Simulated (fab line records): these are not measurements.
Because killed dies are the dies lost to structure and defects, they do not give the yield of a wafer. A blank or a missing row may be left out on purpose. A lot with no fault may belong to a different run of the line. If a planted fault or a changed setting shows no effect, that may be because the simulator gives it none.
Tool commonality check ; flow ritCmos ; Sampled: 16 lots, 48 wafers

WHY THIS WAS OPENED
RIT_PSD_TW_MEAS_10, reading PSD_TW: flagged on 4 of 16 lots. No-fault wafers: 3448, standard deviation 31.
Rule: flag the lot when none of its wafers has a number, or when each of its wafers that has one lies beyond 4 standard deviations from that mean. The rest of the lots are taken to be sound.

lot;measured;on;PSD_TW, wafer by wafer;flag
L102;day 3 11:26;filmMetro-02;3463 3458 3450;
L104;day 3 13:26;filmMetro-01;3475 3482 3482;
L103;day 3 13:32;filmMetro-02;3438 3458 3462;
L105;day 3 22:50;filmMetro-02;3449 3434 3436;
L106;day 4 04:13;filmMetro-02;3437 3458 3450;
L107;day 4 08:45;filmMetro-02;3446 3457 3458;
L108;day 4 12:29;filmMetro-02;3452 3463 3472;
L109;day 4 17:58;filmMetro-03;3382 3381 3391;
L110;day 4 23:38;filmMetro-01;3474 3481 3472;
L111;day 5 03:29;filmMetro-02;3436 3438 3429;
L112;day 5 07:20;filmMetro-01;3474 3463 3469;
L113;day 5 13:22;filmMetro-02;3453 3450 3447;
L114;day 5 18:08;filmMetro-02;2922 2928 2915;FLAGGED
L115;day 5 22:29;filmMetro-01;2938 2934 2933;FLAGGED
L116;day 6 02:21;filmMetro-02;2888 2904 2888;FLAGGED
L117;day 6 10:11;filmMetro-02;2904 2913 2902;FLAGGED
Average over the flagged lots: 2914; offset from the usual -534, equal to -17 standard deviations.

WHICH TOOL RAN EACH LOT
The record keeps 1 process step preceding the reading, out of 202 steps on the route. Cell contents, in order: the tool; ch with the chambers the sampled wafers went through; the start.
lot;flag;RIT_PSD_IMPLANT_08
L102;;implanter-03 ch 0, day 3 11:08
L104;;implanter-03 ch 0, day 3 13:07
L103;;implanter-02 ch 0, day 3 13:13
L105;;implanter-03 ch 0, day 3 22:32
L106;;implanter-01 ch 0, day 4 03:53
L107;;implanter-03 ch 0, day 4 08:26
L108;;implanter-01 ch 0, day 4 12:10
L109;;implanter-01 ch 0, day 4 17:39
L110;;implanter-01 ch 0, day 4 23:19
L111;;implanter-03 ch 0, day 5 03:09
L112;;implanter-01 ch 0, day 5 07:01
L113;;implanter-03 ch 0, day 5 13:02
L114;FLAGGED;implanter-02 ch 0, day 5 17:49
L115;FLAGGED;implanter-03 ch 0, day 5 22:10
L116;FLAGGED;implanter-03 ch 0, day 6 02:02
L117;FLAGGED;implanter-03 ch 0, day 6 09:52
What the steps here do:
- RIT_PSD_IMPLANT_08
- RIT_PSD_TW_MEAS_10

FLAGGED AGAINST TOTAL, ONE TOOL AT A TIME (gauges that did the reading follow at the end)
step;tool;lots run;flagged;share of the flagged lots;sound lots run after its first flagged lot
RIT_PSD_IMPLANT_08;implanter-01;5;0;none;-
RIT_PSD_IMPLANT_08;implanter-02;2;1;some;0
RIT_PSD_IMPLANT_08;implanter-03;9;3;some;0
RIT_PSD_TW_MEAS_10;filmMetro-01;4;1;some;0
RIT_PSD_TW_MEAS_10;filmMetro-02;11;3;some;0
RIT_PSD_TW_MEAS_10;filmMetro-03;1;0;none;-

WHAT THE TABLE ALLOWS
No row of the table ran every flagged lot.

WHAT THE SIMULATOR HAD INSERTED
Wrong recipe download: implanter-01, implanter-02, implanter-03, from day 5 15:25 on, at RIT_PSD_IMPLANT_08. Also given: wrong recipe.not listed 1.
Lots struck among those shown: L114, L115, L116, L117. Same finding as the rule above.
